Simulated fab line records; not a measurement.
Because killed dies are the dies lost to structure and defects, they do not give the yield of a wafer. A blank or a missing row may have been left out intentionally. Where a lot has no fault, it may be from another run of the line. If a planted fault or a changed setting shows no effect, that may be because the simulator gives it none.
Which tool was responsible? | flow berkeleyCmos170 | 7 lots, 17 wafers sampled, at 3 steps of a route of 331

== WHAT THE GAUGES READ, wafer by wafer ==
UCB170_CONTACT_OVL_MEAS_16.
lot  | measured     | on         | CONTACT_OVL (nm)
L237 | day 8 02:14  | overlay-01 | 7 9 11
L239 | day 8 14:32  | overlay-01 | 5 8 4
L243 | day 9 19:57  | overlay-01 | -6 9 3
L247 | day 10 22:43 | overlay-02 | 0
L248 | day 11 01:25 | overlay-02 | 4
L255 | day 12 13:17 | overlay-01 | -2 6 4
L259 | day 13 09:20 | overlay-02 | 13 6 11

== WHAT TOOL EACH LOT RAN ON (gives the tool, then ch and the chambers of the sampled wafers, and finally the start) ==
lot  | UCB170_BACKSIDE_STRIP_03            | UCB170_SILICIDE_SPUTTER_01
L237 | plasmaAsher-01 ch 0,1, day 7 20:35  | pvdSputter-04, day 7 21:34
L239 | plasmaAsher-01 ch 1, day 8 05:17    | pvdSputter-03, day 8 07:15
L243 | plasmaAsher-01 ch 0, day 9 13:19    | pvdSputter-03, day 9 14:16
L247 | plasmaAsher-01 ch 0, day 10 17:22   | pvdSputter-03, day 10 18:17
L248 | plasmaAsher-03 ch 1, day 10 17:36   | pvdSputter-04, day 10 18:41
L255 | plasmaAsher-03 ch 1, day 12 06:32   | pvdSputter-04, day 12 07:36
L259 | plasmaAsher-02 ch 0,1, day 13 03:05 | pvdSputter-02, day 13 04:01
- UCB170_BACKSIDE_STRIP_03: strips in O2.
- UCB170_SILICIDE_SPUTTER_01: material Ti, target thk 30 nm, time 25 s.

== THE ANSWER, worked out from the rows above alone ==
Rule: usual is defined by the lots themselves. The widest of any qualifying gaps counts: lots, ordered by their means at a reading, are off when they make up no more than a third of the lots, leave a main group of 4 or more, and stand apart from it by 3 or more times the standard deviation of that group's means. The tables above print the reading to a certain number of digits; a main group whose means all agree to those digits is not used. A lot without any number at a reading at which 4 lots or more have one is off too. Where the step has rows for the other lots, those lots are counted as sound.
No lot is off at any reading shown: from this, nothing can be told.

== WHAT THE SIMULATOR HAD PUT IN ==
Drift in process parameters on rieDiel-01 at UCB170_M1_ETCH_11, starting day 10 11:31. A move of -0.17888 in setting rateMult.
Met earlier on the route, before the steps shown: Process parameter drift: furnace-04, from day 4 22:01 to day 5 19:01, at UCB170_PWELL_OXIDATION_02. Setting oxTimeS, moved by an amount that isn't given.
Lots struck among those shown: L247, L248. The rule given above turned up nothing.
